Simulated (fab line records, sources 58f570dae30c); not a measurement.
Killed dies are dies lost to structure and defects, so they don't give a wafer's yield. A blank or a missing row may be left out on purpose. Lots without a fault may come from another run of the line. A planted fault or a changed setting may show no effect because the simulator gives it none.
Which tool did it? | flow berkeley_cmos170 | 14 lots, 42 wafers sampled, at 6 steps of a route of 331

WHAT THE GAUGES READ, wafer by wafer
UCB170_ACTIVE_THK_MEAS_03.
lot  | measured    | on            | ACTIVE_OXIDE_THK (nm)
L709 | day 3 19:40 | film_metro-02 | 26.1 26.4 26.6
L710 | day 4 02:56 | film_metro-04 | 26.1 26.6 26.4
L714 | day 5 03:50 | film_metro-04 | 26.8 26.5 27.1
L715 | day 5 10:25 | film_metro-03 | 26.6 26.8 26.5
L716 | day 5 10:25 | film_metro-02 | 26.7 27.2 26.5
L717 | day 5 20:02 | film_metro-04 | 27.4 26.8 27.7
L718 | day 5 20:02 | film_metro-02 | 27.5 27.2 27.2
L720 | day 6 09:04 | film_metro-02 | 26.7 26.5 26.6
L721 | day 6 09:04 | film_metro-03 | 25.8 26.1 25.9
L724 | day 6 20:47 | film_metro-02 | 26.1 26.4 25.9
L725 | day 7 13:36 | film_metro-02 | 27.4 27.0 27.4
L726 | day 7 20:49 | film_metro-03 | 26.4 26.6 26.5
L731 | day 8 17:34 | film_metro-02 | 26.7 26.5 26.6
L732 | day 8 17:37 | film_metro-04 | 26.3 26.7 26.4

UCB170_FIELD_THK_MEAS_91.
lot  | measured     | on            | FIELD_OXIDE_LEFT_2_THK (nm)
L709 | day 5 09:01  | film_metro-03 | 331 332 341
L710 | day 5 18:47  | film_metro-01 | 346 341 346
L714 | day 6 20:52  | film_metro-03 | 376 368 371
L715 | day 7 06:12  | film_metro-01 | 359 359 366
L716 | day 7 06:10  | film_metro-03 | 372 370 377
L717 | day 7 18:29  | film_metro-04 | 367 351 362
L718 | day 7 18:13  | film_metro-04 | 348 351 348
L720 | day 8 05:32  | film_metro-04 | 345 340 343
L721 | day 8 05:21  | film_metro-01 | 359 349 368
L724 | day 8 20:29  | film_metro-01 | 369 363 366
L725 | day 9 07:03  | film_metro-03 | 355 353 362
L726 | day 9 07:28  | film_metro-04 | 359 359 354
L731 | day 10 07:19 | film_metro-04 | 356 363 365
L732 | day 10 06:32 | film_metro-03 | 369 357 363

UCB170_NLDD_TW_MEAS_11.
lot  | measured     | on            | NLDD_TW
L709 | day 6 00:53  | film_metro-04 | 2238 2246 2257
L710 | day 6 12:46  | film_metro-02 | 2236 2223 2234
L714 | day 7 17:24  | film_metro-02 | 2233 2228 2241
L715 | day 8 02:14  | film_metro-02 | 2220 2229 2233
L716 | day 8 01:58  | film_metro-02 | 2232 2233 2231
L717 | day 8 09:22  | film_metro-04 | 2245 2232 2247
L718 | day 8 09:24  | film_metro-02 | 2239 2231 2233
L720 | day 9 00:30  | film_metro-02 | 2233 2236 2234
L721 | day 9 00:40  | film_metro-03 | 2220 2210 2250
L724 | day 9 09:49  | film_metro-04 | 2180 2186 2189
L725 | day 10 07:32 | film_metro-03 | 2206 2217 2207
L726 | day 10 02:55 | film_metro-02 | 2185 2192 2182
L731 | day 10 23:26 | film_metro-04 | 2251 2262 2262
L732 | day 10 23:10 | film_metro-04 | 2266 2249 2252

UCB170_SDANNEAL_RS_MEAS_05: measures by four-point-probe.
lot  | measured     | on            | NLDD_RS (ohm/sq)
L709 | day 6 12:02  | film_metro-02 | 615.9 614.7 614.7
L710 | day 7 00:55  | film_metro-02 | 616.5 616.5 617.2
L714 | day 8 02:26  | film_metro-04 | 613.7 613.3 614.6
L715 | day 8 11:01  | film_metro-02 | 616.9 615.8 615.9
L716 | day 8 11:16  | film_metro-03 | 615.2 615.0 615.3
L717 | day 8 19:25  | film_metro-03 | 615.4 616.1 613.1
L718 | day 8 20:22  | film_metro-02 | 614.7 615.1 616.3
L720 | day 9 11:38  | film_metro-03 | 619.2 617.4 617.3
L721 | day 9 11:49  | film_metro-04 | 614.8 614.7 616.3
L724 | day 9 23:05  | film_metro-04 | 656.8 657.0 655.2
L725 | day 10 15:43 | film_metro-03 | 614.9 615.5 616.1
L726 | day 10 12:44 | film_metro-03 | 653.1 653.5 652.3
L731 | day 11 12:58 | film_metro-03 | 616.0 617.2 616.8
L732 | day 11 10:41 | film_metro-04 | 618.3 617.5 617.4

WHICH TOOL RAN EACH LOT (tool, then ch and the chambers of the sampled wafers, then the start)
lot  | UCB170_PWELL_ETCH_14              | UCB170_NLDD_IMPLANT_08
L709 | rie_diel-01 ch 1,2,3, day 2 21:32 | implanter-04 ch 0, day 6 00:29
L710 | rie_diel-01 ch 2,3, day 3 05:14   | implanter-04 ch 0, day 6 12:22
L714 | rie_diel-02 ch 1,2,3, day 4 04:19 | implanter-02 ch 0, day 7 17:00
L715 | rie_diel-01 ch 1,2,3, day 4 13:08 | implanter-01 ch 0, day 8 01:50
L716 | rie_diel-03 ch 1,2, day 4 13:35   | implanter-02 ch 0, day 8 01:35
L717 | rie_diel-03 ch 0,1,2, day 4 20:14 | implanter-04 ch 0, day 8 08:58
L718 | rie_diel-01 ch 0,1, day 5 00:52   | implanter-02 ch 0, day 8 09:00
L720 | rie_diel-03 ch 1,2, day 5 09:25   | implanter-02 ch 0, day 9 00:06
L721 | rie_diel-03 ch 0,2,3, day 5 15:43 | implanter-01 ch 0, day 9 00:16
L724 | rie_diel-03 ch 1,2,3, day 6 02:11 | implanter-02 ch 0, day 9 09:25
L725 | rie_diel-03 ch 0,2, day 6 11:32   | implanter-01 ch 0, day 10 07:07
L726 | rie_diel-03 ch 0,2,3, day 6 18:46 | implanter-02 ch 0, day 10 02:31
L731 | rie_diel-03 ch 0,1, day 7 16:57   | implanter-01 ch 0, day 10 23:02
L732 | rie_diel-02 ch 1,3, day 7 19:48   | implanter-04 ch 0, day 10 22:49
- UCB170_PWELL_ETCH_14: etches Si3N4 in CH3F/Ar/O2, stops on SiO2, target depth 242 nm, time 151 s.
- UCB170_NLDD_IMPLANT_08

WHAT THE TOOLS THEMSELVES READ (means of the sampled wafers that have a number; where no wafer has one, the mark that the record gives instead)
UCB170_PWELL_ETCH_14.
lot  | tool        | drypump_motor_current_A (A) | oes_product_au (a.u.) | throttle_valve_pct (%)
L709 | rie_diel-01 | 5.8                         | 0.932                 | 7.92
L710 | rie_diel-01 | 5.5                         | 0.917                 | 7.96
L714 | rie_diel-02 | 5.7                         | 0.947                 | 8.15
L715 | rie_diel-01 | 5.8                         | 0.927                 | 7.92
L716 | rie_diel-03 | 6.1                         | 0.947                 | 8.11
L717 | rie_diel-03 | 5.9                         | 0.948                 | 8.16
L718 | rie_diel-01 | 6.5                         | 0.940                 | 7.80
L720 | rie_diel-03 | 5.9                         | 0.964                 | 8.12
L721 | rie_diel-03 | 5.6                         | 0.957                 | 8.16
L724 | rie_diel-03 | 5.8                         | 0.945                 | 8.10
L725 | rie_diel-03 | 5.7                         | 0.936                 | 8.24
L726 | rie_diel-03 | 5.5                         | 0.949                 | 8.17
L731 | rie_diel-03 | 5.9                         | 0.939                 | 8.23
L732 | rie_diel-02 | 6.1                         | 0.922                 | 8.05

UCB170_NLDD_IMPLANT_08.
lot  | tool         | dose_ions_cm2 | faraday_current_uA
L709 | implanter-04 | 5e+13         | 160
L710 | implanter-04 | 5e+13         | 158
L714 | implanter-02 | 5e+13         | 159
L715 | implanter-01 | 5e+13         | 160
L716 | implanter-02 | 5e+13         | 158
L717 | implanter-04 | 5e+13         | 160
L718 | implanter-02 | 5e+13         | 162
L720 | implanter-02 | 5e+13         | 160
L721 | implanter-01 | 5e+13         | 158
L724 | implanter-02 | 4e+13         | 131
L725 | implanter-01 | 5e+13         | 160
L726 | implanter-02 | 4e+13         | 130
L731 | implanter-01 | 5e+13         | 162
L732 | implanter-04 | 5e+13         | 163

THE ANSWER, worked out from the rows above alone
Rule: what is usual is taken from the lots themselves. Put in order of their means at a reading, lots are off if they are a third of the lots or fewer, leave a main group of 4 or more, and stand apart from it by a gap of 3 or more times the standard deviation of the main group's means; of several such gaps the widest counts. A main group whose means are all the same, to the digits that the tables above print for the reading, isn't used. A lot without any number at a reading at which 4 lots or more have one is off too. The other lots that the step has rows for count as sound. The gauges are gone through in route order, then the tools' own readings, and for those a lot's mean is taken as printed above. The first step at which some lot is off is used, and at that step the reading that is off furthest; a lot without a number counts as furthest.
Off: L724, L726, at UCB170_SDANNEAL_RS_MEAS_05 (NLDD_RS). The main group: mean 615.9 ohm/sq, standard deviation 1.2.
A tool fits if, at a process step before that reading, it ran every lot that is off, and no sound lot after the first of them. The gauges at UCB170_SDANNEAL_RS_MEAS_05 aren't tried: what is off there is off at UCB170_NLDD_IMPLANT_08 too, on other tools, and a gauge's error can't cause that. One fits: implanter-02 at UCB170_NLDD_IMPLANT_08. Its last sound lot is L720 (day 9 00:06), its first lot that is off L724 (day 9 09:25): a fault that began between those two fits.
The tool's own readings at UCB170_NLDD_IMPLANT_08 bear it out: on the lots that are off they differ by more than 5 times the standard deviation of the sound lots' means. dose_ions_cm2 reads 4e+13 there against 5e+13 on the sound lots; faraday_current_uA reads 130 there against 160 on the sound lots.

WHAT THE SIMULATOR HAD PUT IN
Process parameter drift: implanter-02, from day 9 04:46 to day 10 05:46, at UCB170_NLDD_IMPLANT_08. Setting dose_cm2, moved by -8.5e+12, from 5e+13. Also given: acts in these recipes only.
Lots struck among those shown: L724, L726. The rule above found the same.
